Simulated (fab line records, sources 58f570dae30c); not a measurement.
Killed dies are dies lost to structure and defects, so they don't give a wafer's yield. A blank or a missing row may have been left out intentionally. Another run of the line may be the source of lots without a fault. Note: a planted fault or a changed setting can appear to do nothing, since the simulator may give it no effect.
Which tool was responsible? / flow berkeley_cmos170 / 42 wafers from 14 lots sampled at 6 of the route's 331 steps

WHAT THE GAUGES READ, wafer by wafer
UCB170_NVT_TW_MEAS_09.
lot=L262; measured=day 6 09:16; on=film_metro-04; NVT_TW=519.9 522.2 518.4
lot=L266; measured=day 7 10:41; on=film_metro-04; NVT_TW=521.7 519.3 520.9
lot=L263; measured=day 7 10:53; on=film_metro-02; NVT_TW=522.7 525.4 523.9
lot=L264; measured=day 7 10:56; on=film_metro-04; NVT_TW=519.0 517.3 520.2
lot=L265; measured=day 7 10:56; on=film_metro-01; NVT_TW=525.4 525.8 525.8
lot=L269; measured=day 8 02:08; on=film_metro-04; NVT_TW=524.8 526.1 525.5
lot=L275; measured=day 9 03:39; on=film_metro-04; NVT_TW=524.1 523.0 523.9
lot=L277; measured=day 9 13:43; on=film_metro-01; NVT_TW=521.8 524.4 520.6
lot=L278; measured=day 10 01:53; on=film_metro-01; NVT_TW=518.0 519.5 521.2
lot=L281; measured=day 10 09:42; on=film_metro-02; NVT_TW=526.7 528.0 526.6
lot=L282; measured=day 10 09:58; on=film_metro-04; NVT_TW=520.5 523.7 523.7
lot=L280; measured=day 11 00:14; on=film_metro-04; NVT_TW=521.9 526.0 523.3
lot=L283; measured=day 11 00:29; on=film_metro-01; NVT_TW=525.6 523.3 520.7
lot=L284; measured=day 11 18:24; on=film_metro-04; NVT_TW=520.9 523.0 521.0

UCB170_PLDD_TW_MEAS_11.
lot=L262; measured=day 7 07:08; on=film_metro-01; PLDD_TW=1017 1011 1016
lot=L266; measured=day 8 11:33; on=film_metro-01; PLDD_TW=1021 1007 1015
lot=L263; measured=day 8 11:53; on=film_metro-02; PLDD_TW=865 865 869
lot=L264; measured=day 8 11:11; on=film_metro-03; PLDD_TW=1000 997 994
lot=L265; measured=day 8 11:25; on=film_metro-02; PLDD_TW=1018 1017 1017
lot=L269; measured=day 8 21:28; on=film_metro-03; PLDD_TW=852 853 845
lot=L275; measured=day 9 21:53; on=film_metro-01; PLDD_TW=1008 1010 1008
lot=L277; measured=day 10 12:31; on=film_metro-01; PLDD_TW=1010 1007 1013
lot=L278; measured=day 11 04:31; on=film_metro-01; PLDD_TW=1016 1011 1010
lot=L281; measured=day 11 07:04; on=film_metro-02; PLDD_TW=1018 1016 1016
lot=L282; measured=day 11 06:46; on=film_metro-03; PLDD_TW=990 1000 1001
lot=L280; measured=day 12 04:56; on=film_metro-01; PLDD_TW=1010 1016 1012
lot=L283; measured=day 12 05:29; on=film_metro-03; PLDD_TW=998 999 993
lot=L284; measured=day 12 11:28; on=film_metro-02; PLDD_TW=1014 1007 1016

UCB170_SDANNEAL_RS_MEAS_04: measurement is done with a four-point probe.
lot=L262; measured=day 7 20:46; on=film_metro-03; PLDD_RS (ohm/sq)=1027.5 1032.5 1028.6
lot=L266; measured=day 9 01:19; on=film_metro-03; PLDD_RS (ohm/sq)=1030.6 1034.6 1029.0
lot=L263; measured=day 9 01:25; on=film_metro-02; PLDD_RS (ohm/sq)=1533.8 1538.2 1526.1
lot=L264; measured=day 9 01:06; on=film_metro-01; PLDD_RS (ohm/sq)=1032.1 1032.4 1033.1
lot=L265; measured=day 9 00:46; on=film_metro-02; PLDD_RS (ohm/sq)=1031.9 1030.3 1029.7
lot=L269; measured=day 9 11:52; on=film_metro-03; PLDD_RS (ohm/sq)=1537.7 1538.6 1533.7
lot=L275; measured=day 10 11:52; on=film_metro-01; PLDD_RS (ohm/sq)=1037.2 1037.0 1038.3
lot=L277; measured=day 11 05:56; on=film_metro-02; PLDD_RS (ohm/sq)=1029.2 1024.3 1029.3
lot=L278; measured=day 11 19:49; on=film_metro-02; PLDD_RS (ohm/sq)=1032.8 1030.9 1031.2
lot=L281; measured=day 11 20:17; on=film_metro-01; PLDD_RS (ohm/sq)=1029.5 1032.2 1029.9
lot=L282; measured=day 11 19:31; on=film_metro-01; PLDD_RS (ohm/sq)=1033.8 1031.0 1030.8
lot=L280; measured=day 12 17:19; on=film_metro-02; PLDD_RS (ohm/sq)=1029.5 1029.8 1032.5
lot=L283; measured=day 12 17:10; on=film_metro-01; PLDD_RS (ohm/sq)=1036.0 1037.1 1038.6
lot=L284; measured=day 13 01:21; on=film_metro-01; PLDD_RS (ohm/sq)=1032.2 1031.7 1032.1

TOOL THAT RAN EACH LOT (tool first, then ch and the chambers of the sampled wafers, then the start)
lot=L262; UCB170_GATE_ETCH_15=rie_si-02 ch 0,2,3, day 7 04:51; UCB170_PLDD_IMPLANT_09=implanter-04 ch 0, day 7 06:55; UCB170_NLDD_STRIP_10=plasma_asher-01 ch 0,1, day 7 10:16
lot=L266; UCB170_GATE_ETCH_15=rie_si-01 ch 1,2,3, day 8 07:59; UCB170_PLDD_IMPLANT_09=implanter-02 ch 0, day 8 11:20; UCB170_NLDD_STRIP_10=plasma_asher-01 ch 0,1, day 8 14:20
lot=L263; UCB170_GATE_ETCH_15=rie_si-01 ch 0,1,3, day 8 08:28; UCB170_PLDD_IMPLANT_09=implanter-04 ch 0, day 8 11:38; UCB170_NLDD_STRIP_10=plasma_asher-03 ch 0,1, day 8 14:35
lot=L264; UCB170_GATE_ETCH_15=rie_si-01 ch 0,1,2, day 8 07:37; UCB170_PLDD_IMPLANT_09=implanter-03 ch 0, day 8 10:58; UCB170_NLDD_STRIP_10=plasma_asher-03 ch 0,1, day 8 13:01
lot=L265; UCB170_GATE_ETCH_15=rie_si-02 ch 0,1, day 8 07:44; UCB170_PLDD_IMPLANT_09=implanter-04 ch 0, day 8 11:10; UCB170_NLDD_STRIP_10=plasma_asher-01 ch 0,1, day 8 13:09
lot=L269; UCB170_GATE_ETCH_15=rie_si-02 ch 1,2,3, day 8 19:32; UCB170_PLDD_IMPLANT_09=implanter-04 ch 0, day 8 21:14; UCB170_NLDD_STRIP_10=plasma_asher-02 ch 0,1, day 8 23:01
lot=L275; UCB170_GATE_ETCH_15=rie_si-02 ch 2,3, day 9 18:41; UCB170_PLDD_IMPLANT_09=implanter-03 ch 0, day 9 21:38; UCB170_NLDD_STRIP_10=plasma_asher-02 ch 0,1, day 10 00:35
lot=L277; UCB170_GATE_ETCH_15=rie_si-02 ch 0,1,3, day 10 10:20; UCB170_PLDD_IMPLANT_09=implanter-03 ch 0, day 10 12:16; UCB170_NLDD_STRIP_10=plasma_asher-01 ch 0,1, day 10 14:10
lot=L278; UCB170_GATE_ETCH_15=rie_si-01 ch 0,1,3, day 10 22:19; UCB170_PLDD_IMPLANT_09=implanter-03 ch 0, day 11 04:16; UCB170_NLDD_STRIP_10=plasma_asher-03 ch 0,1, day 11 06:46
lot=L281; UCB170_GATE_ETCH_15=rie_si-02 ch 2,3, day 11 04:02; UCB170_PLDD_IMPLANT_09=implanter-03 ch 0, day 11 06:49; UCB170_NLDD_STRIP_10=plasma_asher-01 ch 0,1, day 11 09:26
lot=L282; UCB170_GATE_ETCH_15=rie_si-01 ch 1,2,3, day 11 03:31; UCB170_PLDD_IMPLANT_09=implanter-02 ch 0, day 11 06:31; UCB170_NLDD_STRIP_10=plasma_asher-01 ch 0,1, day 11 09:11
lot=L280; UCB170_GATE_ETCH_15=rie_si-01 ch 1,2, day 12 02:34; UCB170_PLDD_IMPLANT_09=implanter-03 ch 0, day 12 04:41; UCB170_NLDD_STRIP_10=plasma_asher-01 ch 0,1, day 12 06:29
lot=L283; UCB170_GATE_ETCH_15=rie_si-02 ch 0,3, day 12 02:49; UCB170_PLDD_IMPLANT_09=implanter-03 ch 0, day 12 05:16; UCB170_NLDD_STRIP_10=plasma_asher-02 ch 0,1, day 12 08:46
lot=L284; UCB170_GATE_ETCH_15=rie_si-01 ch 0,2,3, day 12 09:13; UCB170_PLDD_IMPLANT_09=implanter-03 ch 0, day 12 11:13; UCB170_NLDD_STRIP_10=plasma_asher-02 ch 0,1, day 12 13:08
- UCB170_GATE_ETCH_15: etches poly-Si in HBr/Cl2, stops on SiO2, time 56.3 s, target depth 278.2 nm.
- UCB170_PLDD_IMPLANT_09
- UCB170_NLDD_STRIP_10: strips in O2.

WHAT THE TOOLS THEMSELVES READ (means of the sampled wafers that have a number; where no wafer has one, the mark that the record gives instead)
UCB170_GATE_ETCH_15.
lot=L262; tool=rie_si-02; drypump_motor_current_A (A)=5.7; mfc_cl2_sccm (sccm)=49.90; oes_product_au (a.u.)=0.837; rf_fwd_power_W (W)=296.8; throttle_valve_pct (%)=26.49
lot=L266; tool=rie_si-01; drypump_motor_current_A (A)=5.5; mfc_cl2_sccm (sccm)=49.86; oes_product_au (a.u.)=0.831; rf_fwd_power_W (W)=296.9; throttle_valve_pct (%)=26.31
lot=L263; tool=rie_si-01; drypump_motor_current_A (A)=5.3; mfc_cl2_sccm (sccm)=49.91; oes_product_au (a.u.)=0.814; rf_fwd_power_W (W)=297.1; throttle_valve_pct (%)=26.37
lot=L264; tool=rie_si-01; drypump_motor_current_A (A)=5.3; mfc_cl2_sccm (sccm)=50.17; oes_product_au (a.u.)=0.840; rf_fwd_power_W (W)=297.5; throttle_valve_pct (%)=26.43
lot=L265; tool=rie_si-02; drypump_motor_current_A (A)=5.3; mfc_cl2_sccm (sccm)=50.02; oes_product_au (a.u.)=0.844; rf_fwd_power_W (W)=297.1; throttle_valve_pct (%)=26.36
lot=L269; tool=rie_si-02; drypump_motor_current_A (A)=5.5; mfc_cl2_sccm (sccm)=49.98; oes_product_au (a.u.)=0.833; rf_fwd_power_W (W)=297.9; throttle_valve_pct (%)=26.42
lot=L275; tool=rie_si-02; drypump_motor_current_A (A)=5.8; mfc_cl2_sccm (sccm)=50.21; oes_product_au (a.u.)=0.813; rf_fwd_power_W (W)=297.5; throttle_valve_pct (%)=26.35
lot=L277; tool=rie_si-02; drypump_motor_current_A (A)=5.5; mfc_cl2_sccm (sccm)=50.07; oes_product_au (a.u.)=0.829; rf_fwd_power_W (W)=297.3; throttle_valve_pct (%)=26.27
lot=L278; tool=rie_si-01; drypump_motor_current_A (A)=5.3; mfc_cl2_sccm (sccm)=50.01; oes_product_au (a.u.)=0.821; rf_fwd_power_W (W)=297.3; throttle_valve_pct (%)=26.36
lot=L281; tool=rie_si-02; drypump_motor_current_A (A)=5.8; mfc_cl2_sccm (sccm)=49.78; oes_product_au (a.u.)=0.833; rf_fwd_power_W (W)=297.4; throttle_valve_pct (%)=26.35
lot=L282; tool=rie_si-01; drypump_motor_current_A (A)=5.5; mfc_cl2_sccm (sccm)=50.08; oes_product_au (a.u.)=0.840; rf_fwd_power_W (W)=297.0; throttle_valve_pct (%)=26.32
lot=L280; tool=rie_si-01; drypump_motor_current_A (A)=5.5; mfc_cl2_sccm (sccm)=49.84; oes_product_au (a.u.)=0.836; rf_fwd_power_W (W)=297.3; throttle_valve_pct (%)=26.21
lot=L283; tool=rie_si-02; drypump_motor_current_A (A)=5.8; mfc_cl2_sccm (sccm)=50.02; oes_product_au (a.u.)=0.829; rf_fwd_power_W (W)=296.3; throttle_valve_pct (%)=26.27
lot=L284; tool=rie_si-01; drypump_motor_current_A (A)=5.3; mfc_cl2_sccm (sccm)=50.03; oes_product_au (a.u.)=0.833; rf_fwd_power_W (W)=297.8; throttle_valve_pct (%)=26.55

UCB170_PLDD_IMPLANT_09.
lot=L262 tool=implanter-04 dose_ions_cm2=5.008e+13 faraday_current_uA=155
lot=L266 tool=implanter-02 dose_ions_cm2=4.997e+13 faraday_current_uA=159
lot=L263 tool=implanter-04 dose_ions_cm2=1.000e+13 faraday_current_uA=31
lot=L264 tool=implanter-03 dose_ions_cm2=5.005e+13 faraday_current_uA=156
lot=L265 tool=implanter-04 dose_ions_cm2=4.996e+13 faraday_current_uA=158
lot=L269 tool=implanter-04 dose_ions_cm2=1.004e+13 faraday_current_uA=32
lot=L275 tool=implanter-03 dose_ions_cm2=4.999e+13 faraday_current_uA=159
lot=L277 tool=implanter-03 dose_ions_cm2=5.006e+13 faraday_current_uA=159
lot=L278 tool=implanter-03 dose_ions_cm2=5.003e+13 faraday_current_uA=157
lot=L281 tool=implanter-03 dose_ions_cm2=5.000e+13 faraday_current_uA=159
lot=L282 tool=implanter-02 dose_ions_cm2=5.003e+13 faraday_current_uA=161
lot=L280 tool=implanter-03 dose_ions_cm2=5.002e+13 faraday_current_uA=158
lot=L283 tool=implanter-03 dose_ions_cm2=5.002e+13 faraday_current_uA=160
lot=L284 tool=implanter-03 dose_ions_cm2=4.998e+13 faraday_current_uA=159

UCB170_NLDD_STRIP_10.
lot=L262; tool=plasma_asher-01; drypump_motor_current_A (A)=5.2; oes_product_au (a.u.)=0.737; strip_time_to_endpoint_s (s)=21.67
lot=L266; tool=plasma_asher-01; drypump_motor_current_A (A)=5.2; oes_product_au (a.u.)=0.737; strip_time_to_endpoint_s (s)=21.65
lot=L263; tool=plasma_asher-03; drypump_motor_current_A (A)=5.6; oes_product_au (a.u.)=0.736; strip_time_to_endpoint_s (s)=21.66
lot=L264; tool=plasma_asher-03; drypump_motor_current_A (A)=5.3; oes_product_au (a.u.)=0.735; strip_time_to_endpoint_s (s)=21.62
lot=L265; tool=plasma_asher-01; drypump_motor_current_A (A)=5.4; oes_product_au (a.u.)=0.739; strip_time_to_endpoint_s (s)=21.57
lot=L269; tool=plasma_asher-02; drypump_motor_current_A (A)=5.4; oes_product_au (a.u.)=0.736; strip_time_to_endpoint_s (s)=21.50
lot=L275; tool=plasma_asher-02; drypump_motor_current_A (A)=5.9; oes_product_au (a.u.)=0.736; strip_time_to_endpoint_s (s)=21.63
lot=L277; tool=plasma_asher-01; drypump_motor_current_A (A)=5.4; oes_product_au (a.u.)=0.739; strip_time_to_endpoint_s (s)=21.53
lot=L278; tool=plasma_asher-03; drypump_motor_current_A (A)=5.3; oes_product_au (a.u.)=0.731; strip_time_to_endpoint_s (s)=21.66
lot=L281; tool=plasma_asher-01; drypump_motor_current_A (A)=5.2; oes_product_au (a.u.)=0.734; strip_time_to_endpoint_s (s)=21.56
lot=L282; tool=plasma_asher-01; drypump_motor_current_A (A)=5.2; oes_product_au (a.u.)=0.731; strip_time_to_endpoint_s (s)=21.61
lot=L280; tool=plasma_asher-01; drypump_motor_current_A (A)=5.2; oes_product_au (a.u.)=0.734; strip_time_to_endpoint_s (s)=21.58
lot=L283; tool=plasma_asher-02; drypump_motor_current_A (A)=5.4; oes_product_au (a.u.)=0.734; strip_time_to_endpoint_s (s)=21.56
lot=L284; tool=plasma_asher-02; drypump_motor_current_A (A)=5.4; oes_product_au (a.u.)=0.735; strip_time_to_endpoint_s (s)=21.62

THE ANSWER, worked out from the rows above alone
Rule: usual is defined by the lots themselves. The widest of any qualifying gaps counts: lots, ordered by their means at a reading, are off when they make up no more than a third of the lots, leave a main group of 4 or more, and stand apart from it by 3 or more times the standard deviation of that group's means. Not used: any main group whose means are identical at the precision the tables above print for the reading. A lot without any number at a reading at which 4 lots or more have one is off too. Where the step has rows for the other lots, those lots are counted as sound. The gauges are gone through in route order, then the tools' own readings, and for those a lot's mean is taken as printed above. The first step at which some lot is off is used, and at that step the reading that is off furthest; a lot without a number counts as furthest.
Off: at UCB170_PLDD_TW_MEAS_11 (PLDD_TW), L263, L269. For the main group the mean is 1009 and the standard deviation 7.4.
If a tool, at a process step before that reading, ran all the lots that are off and no sound lot after the first of them, it fits. Not tried: the gauges at UCB170_PLDD_TW_MEAS_11; whatever is off there is also off at UCB170_PLDD_IMPLANT_09, on other tools, and gauge error can't account for it. One fits: implanter-04 at UCB170_PLDD_IMPLANT_09. A fault onset in the window from L265 (day 8 11:10, its last sound lot) to L263 (day 8 11:38, its first lot off) fits.
The tool's own readings at UCB170_PLDD_IMPLANT_09 bear it out: on the lots that are off they differ by more than 5 times the standard deviation of the sound lots' means. dose_ions_cm2 reads 1.002e+13 there against 5.002e+13 on the sound lots; faraday_current_uA reads 32 there against 158 on the sound lots.

WHAT THE SIMULATOR HAD PUT IN
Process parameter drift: implanter-04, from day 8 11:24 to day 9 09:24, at UCB170_PLDD_IMPLANT_09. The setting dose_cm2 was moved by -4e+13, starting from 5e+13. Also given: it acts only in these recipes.
Lots struck among those shown: L263, L269. The rule above found the same.
